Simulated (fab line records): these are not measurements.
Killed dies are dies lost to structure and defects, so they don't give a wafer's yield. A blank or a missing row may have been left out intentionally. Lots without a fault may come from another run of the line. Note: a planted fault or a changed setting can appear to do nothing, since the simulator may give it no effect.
Struck lot and sound lot, side by side :: flow rit cmos :: 14 out of 202 route steps
Sound: wafers L715.2, L715.3, L715.6. Wafers struck: L708.1, L708.4, L708.6. The cause is named last.
Per side, at each step with rows, come the tool, then ch with its chambers, and then its first start. Under that, the readings that differ: sound wafers :: struck wafers :: difference of the means :: sigmas: that difference in standard deviations of wafers without a fault.
alike: words and numbers the same on both sides, and readings whose means are apart by under 2 such deviations; not compared: readings that were withheld, readings missing a value for some wafer, numbers with overlapping values and no deviation given by the record, and bounds like >300 which may hide the same value.
A row with sigmas, a row that says differs or no value, or rows on one side alone: a step with any of these is where the two part. Numbers that don't overlap but have no deviation are shown without sigmas and don't part them. A reading that every wafer of one side lacks parts them only if that side has two wafers or more.

RIT_PRETRO_OVL_MEAS_06:
  struck on overlay-01, day 4 15:50; sound on overlay-02, day 6 00:52
  alike: PRETRO_OVL
then, 2 steps without rows for these wafers: RIT_PRETRO_HARDBAKE_07 (time 120 s); RIT_PRETRO_IMPLANT_08.
RIT_PRETRO_STRIP_09: strips in O2, time 180 s.
  sound on plasma asher-04 ch 0, day 6 01:18; struck on plasma asher-04 ch 1, day 4 16:16
  alike: drypump motor current A, o2 flow sccm
  not compared: rf hours counter h
RIT_PRETRO_TW_MEAS_10:
  struck on film metro-03, day 4 16:26; sound on film metro-03, day 6 01:29
  alike: PRETRO_TW
then, 5 steps without rows for these wafers: RIT_GATE_WET_ETCH_00 (etches SiO2 in BOE, target depth 56 nm, time 60 s); RIT_GATE_CLEAN_01 (cleans in SC1, time 600 s); RIT_GATE_CLEAN_02 (cleans in dHF, time 31.25 s); RIT_GATE_CLEAN_03 (cleans in SC2, time 600 s); RIT_GATE_CLEAN_04 (cleans in dHF, time 60 s).
RIT_FOX2_THK_MEAS_91:
  struck on film metro-03, day 4 16:57; sound on film metro-03, day 6 01:59
  alike: FIELD_OXIDE_LEFT_2_THK
then, 1 step without rows for these wafers: RIT_GATE_OXIDATION_05 (target thk 3 nm, ox time 270 s).
RIT_GATE_ANNEAL_06: time 600 s.
  struck on furnace-02, day 4 18:05; sound on furnace-02 ch 0, day 6 04:26
  no value came back on the struck wafers for run length s (s), spike tc centre C (C), tube_center_temp_C_max, zone power centre pct (%); on the sound wafers run length s (s) reads 877 877 877
RIT_GATE_THK_MEAS_07:
  struck on film metro-01, day 4 18:20; sound on film metro-01, day 6 04:42
  alike: GATE_OXIDE_THK

WHERE THEY PART
At RIT_GATE_ANNEAL_06 and nowhere else, as far as this record goes. Later steps at which nothing parts them and some readings are alike: RIT_GATE_THK_MEAS_07.

WHY: the cause the simulator had injected
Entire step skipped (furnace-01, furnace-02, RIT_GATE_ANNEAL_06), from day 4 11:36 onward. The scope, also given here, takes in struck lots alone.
